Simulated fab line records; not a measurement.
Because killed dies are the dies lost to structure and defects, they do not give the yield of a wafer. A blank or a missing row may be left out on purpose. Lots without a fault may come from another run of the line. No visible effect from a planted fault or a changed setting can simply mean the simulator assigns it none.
A single fault, viewed from 2 desks -- flow berkeleyCmos170 -- only its own numbers are on each desk; what lay behind them is given at the end

AT THE METROLOGY DESK
Means of the sampled wafers that have a number, per lot and without regard to the tool the lot ran on: this is what the gauges read. A lot is out of limits, marked OUT, if its mean lies more than 4 standard deviations from the usual mean; the brackets give that distance.
Columns: A = NWELL_OXIDE_THK at UCB170_NWELL_THK_MEAS_02, usual 26.3 nm; B = FIELD_OXIDE_THK at UCB170_FIELD_THK_MEAS_02, usual 543 nm; C = PSD_OVL at UCB170_PSD_OVL_MEAS_07, usual 1 nm; D = SILICIDE_TI_RS at UCB170_SILICIDE_RS_MEAS_02, usual 26.2 ohm/sq
lot,first seen here,A,B,C,D
L115,day 2 03:40,26.7,562,8,26.2
L116,day 2 09:10,26.2,559,3,25.7
L117,day 2 16:05,27.0,546,6,26.0
L119,day 2 16:05,26.7,551,-1,26.1
L118,day 2 16:07,26.7,549,5,25.9
L120,day 3 07:47,26.2,541,116 (+23) OUT,25.8
L121,day 3 07:49,26.9,548,106 (+21) OUT,25.8
L122,day 3 07:50,26.8,533,9,26.0
L124,day 4 02:46,25.7,550,-3,26.4
L125,day 4 07:04,26.6,534,113 (+23) OUT,26.5
L127,day 4 11:32,26.1,546,107 (+22) OUT,26.2
L133,day 6 07:02,26.2,542,1,26.6
L134,day 6 07:02,26.1,558,3,26.0
L135,day 6 07:02,25.8,539,-2,26.7
L136,day 6 16:49,26.7,537,4,26.1
L138,day 6 23:34,26.4,551,-4,25.9
Per this desk, out of limits: L120, L121, L125, L127; the first was L121, day 9 04:17 (PSD_OVL at UCB170_PSD_OVL_MEAS_07). L115, L116, L117, L119, L118, L122, L124, L133, L134, L135, L136, L138: within limits.

AT THE TOOL OWNER'S DESK: krfScanner-02
The tool's own readings at UCB170_PSD_EXPOSE_03 (exposes mask PSELECT MOD, target cd 1200 nm): means of the sampled wafers that have a number, for each lot that ran on this tool. A lot is out of limits, marked OUT, if its mean lies more than 4 standard deviations from the usual mean; the brackets give that distance.
Columns: A = focusOffsetNm at UCB170_PSD_EXPOSE_03, usual 0.1 nm
lot,first seen here,A
L115,day 7 17:11,0.5
L116,day 7 17:19,0.6
L118,day 8 15:46,0.2
L117,day 8 15:50,0.3
L119,day 8 16:10,0.0
L122,day 9 03:32,0.9
L121,day 9 03:37,0.1
L120,day 9 03:44,-0.2
L125,day 10 14:01,-0.1
L127,day 10 14:05,-0.3
This desk found nothing out of limits on any of the 10 lots.

TAKEN TOGETHER
On L120, L121, L125, L127, the metrology desk was in a position to raise an alarm at day 9 04:17.
The desk of the tool owner found nothing out of limits.
The tool owner's desk has L120, L121, L125, L127 on record, within its limits.
The lots listed all ran UCB170_PSD_EXPOSE_03 on krfScanner-02.

WHAT THE SIMULATOR PUT IN
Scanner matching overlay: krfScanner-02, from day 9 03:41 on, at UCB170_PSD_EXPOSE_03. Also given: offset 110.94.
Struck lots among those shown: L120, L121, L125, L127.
Time in hours between the start of the fault and the first out-of-limits reading at each desk: metrology desk, 1.
